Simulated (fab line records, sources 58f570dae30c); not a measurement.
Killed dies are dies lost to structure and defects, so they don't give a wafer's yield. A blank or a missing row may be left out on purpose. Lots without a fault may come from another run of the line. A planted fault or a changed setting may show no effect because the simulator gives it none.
Which tool did it? | flow berkeley_cmos170 | 14 lots, 40 wafers sampled, at 3 steps of a route of 331

WHAT THE GAUGES READ, wafer by wafer
UCB170_ACTIVE_OVL_MEAS_14. Usual: ACTIVE_OVL 0 nm, standard deviation 6.6.
lot  | measured    | on         | ACTIVE_OVL (nm) | flag
L497 | day 4 16:07 | overlay-01 | -2 -2 2         |
L496 | day 4 16:10 | overlay-02 | 10 11 5         |
L500 | day 5 15:53 | overlay-02 | 4 4 -10         |
L499 | day 5 16:34 | overlay-02 | -10 -9 -9       |
L501 | day 6 07:07 | overlay-01 | -11 -5 -14      |
L502 | day 6 08:02 | overlay-02 | -1 -4 -8        |
L504 | day 6 13:58 | overlay-01 | 5 13 2          |
L506 | day 6 21:26 | overlay-02 | 1 2 1           |
L507 | day 7 04:04 | overlay-01 | 10 4 -1         |
L510 | day 7 13:55 | overlay-02 | 1               |
L509 | day 7 14:03 | overlay-01 | -2 -3 -2        |
L513 | day 8 18:02 | overlay-02 | 0 1 2           |
L516 | day 8 18:12 | overlay-01 | -10 5 -2        |
L518 | day 9 12:07 | overlay-01 | 6 0 -2          |

UCB170_GATE_CD_MEAS_12: target cd 350 nm. Usual: cd_nm 349.7 nm, standard deviation 1.4.
lot  | measured     | on        | cd_nm (nm)        | flag
L497 | day 7 05:55  | cd_sem-01 | 352.0 351.2 351.8 |
L496 | day 7 06:24  | cd_sem-01 | 351.4 351.5 351.1 |
L500 | day 7 18:29  | cd_sem-02 | 350.8 350.9 350.0 |
L499 | day 7 18:47  | cd_sem-01 | 349.2 348.8 350.2 |
L501 | day 8 10:47  | cd_sem-02 | 348.7 348.1 349.5 |
L502 | day 8 10:35  | cd_sem-01 | 350.8 350.7 351.5 |
L504 | day 8 21:39  | cd_sem-01 | 349.8 350.1 351.3 |
L506 | day 9 05:40  | cd_sem-02 | 346.4 348.8 349.0 |
L507 | day 9 05:24  | cd_sem-01 | 350.2 350.6 350.0 |
L510 | day 9 19:22  | cd_sem-01 | 352.1             |
L509 | day 9 18:59  | cd_sem-02 | 351.0 349.8 349.5 |
L513 | day 11 01:11 | cd_sem-01 | 348.6 348.8 348.7 |
L516 | day 11 01:43 | cd_sem-01 | 349.8 350.5 348.6 |
L518 | day 11 11:30 | cd_sem-01 | 347.3 348.2 348.3 |

WHICH TOOL RAN EACH LOT (tool, then ch and the chambers of the sampled wafers, then the start)
lot  | UCB170_PFIELD_STRIP_08
L497 | plasma_asher-03 ch 0,1, day 4 19:34
L496 | plasma_asher-02 ch 0,1, day 4 19:55
L500 | plasma_asher-01 ch 0,1, day 5 18:19
L499 | plasma_asher-02 ch 0,1, day 5 18:40
L501 | plasma_asher-03 ch 0,1, day 6 09:32
L502 | plasma_asher-03 ch 0,1, day 6 10:16
L504 | plasma_asher-02 ch 0,1, day 6 15:41
L506 | plasma_asher-01 ch 0,1, day 7 01:34
L507 | plasma_asher-01 ch 0,1, day 7 06:16
L510 | plasma_asher-02 ch 1, day 7 16:04
L509 | plasma_asher-01 ch 0,1, day 7 16:18
L513 | plasma_asher-02 ch 0,1, day 8 20:05
L516 | plasma_asher-01 ch 0,1, day 8 20:12
L518 | plasma_asher-03 ch 0,1, day 9 15:44
- UCB170_PFIELD_STRIP_08: strips in O2.

WHAT THE TOOLS THEMSELVES READ (means of the sampled wafers that have a number; where no wafer has one, the mark that the record gives instead)
UCB170_PFIELD_STRIP_08. Usual: drypump_motor_current_A 5.6 A, standard deviation 0.44; oes_product_au 0.735 a.u., standard deviation 0.0047; strip_time_to_endpoint_s 21.68 s, standard deviation 0.061.
lot  | tool            | drypump_motor_current_A (A) | oes_product_au (a.u.) | strip_time_to_endpoint_s (s) | flag
L497 | plasma_asher-03 | 6.2                         | 0.736                 | 21.66                        |
L496 | plasma_asher-02 | 5.4                         | 0.735                 | 21.67                        |
L500 | plasma_asher-01 | 5.3                         | 0.731                 | 21.61                        |
L499 | plasma_asher-02 | 5.6                         | 0.741                 | 21.75                        |
L501 | plasma_asher-03 | 6.2                         | 0.735                 | 21.73                        |
L502 | plasma_asher-03 | 5.9                         | 0.736                 | 21.67                        |
L504 | plasma_asher-02 | 5.4                         | 0.728                 | 21.66                        |
L506 | plasma_asher-01 | 5.3                         | 0.731                 | 21.64                        |
L507 | plasma_asher-01 | 5.3                         | 0.735                 | 21.67                        |
L510 | plasma_asher-02 | 5.7                         | 0.737                 | 21.66                        |
L509 | plasma_asher-01 | 5.3                         | 0.732                 | 21.66                        |
L513 | plasma_asher-02 | 5.4                         | 0.732                 | 21.66                        |
L516 | plasma_asher-01 | 5.5                         | 0.735                 | 21.76                        |
L518 | plasma_asher-03 | 6.2                         | 0.737                 | 21.64                        |

THE ANSWER, worked out from the rows above alone
Rule: a lot is off if the mean of its wafers that have a number lies more than 3 standard deviations from the usual mean. A lot without any number at a reading at which 4 lots or more have one is off too. The other lots that the step has rows for count as sound. The gauges are gone through in route order, then the tools' own readings, and for those a lot's mean is taken as printed above. The first step at which some lot is off is used, and at that step the reading that is off furthest; a lot without a number counts as furthest.
No lot is off at any reading shown: from this, nothing can be told.

WHAT THE SIMULATOR HAD PUT IN
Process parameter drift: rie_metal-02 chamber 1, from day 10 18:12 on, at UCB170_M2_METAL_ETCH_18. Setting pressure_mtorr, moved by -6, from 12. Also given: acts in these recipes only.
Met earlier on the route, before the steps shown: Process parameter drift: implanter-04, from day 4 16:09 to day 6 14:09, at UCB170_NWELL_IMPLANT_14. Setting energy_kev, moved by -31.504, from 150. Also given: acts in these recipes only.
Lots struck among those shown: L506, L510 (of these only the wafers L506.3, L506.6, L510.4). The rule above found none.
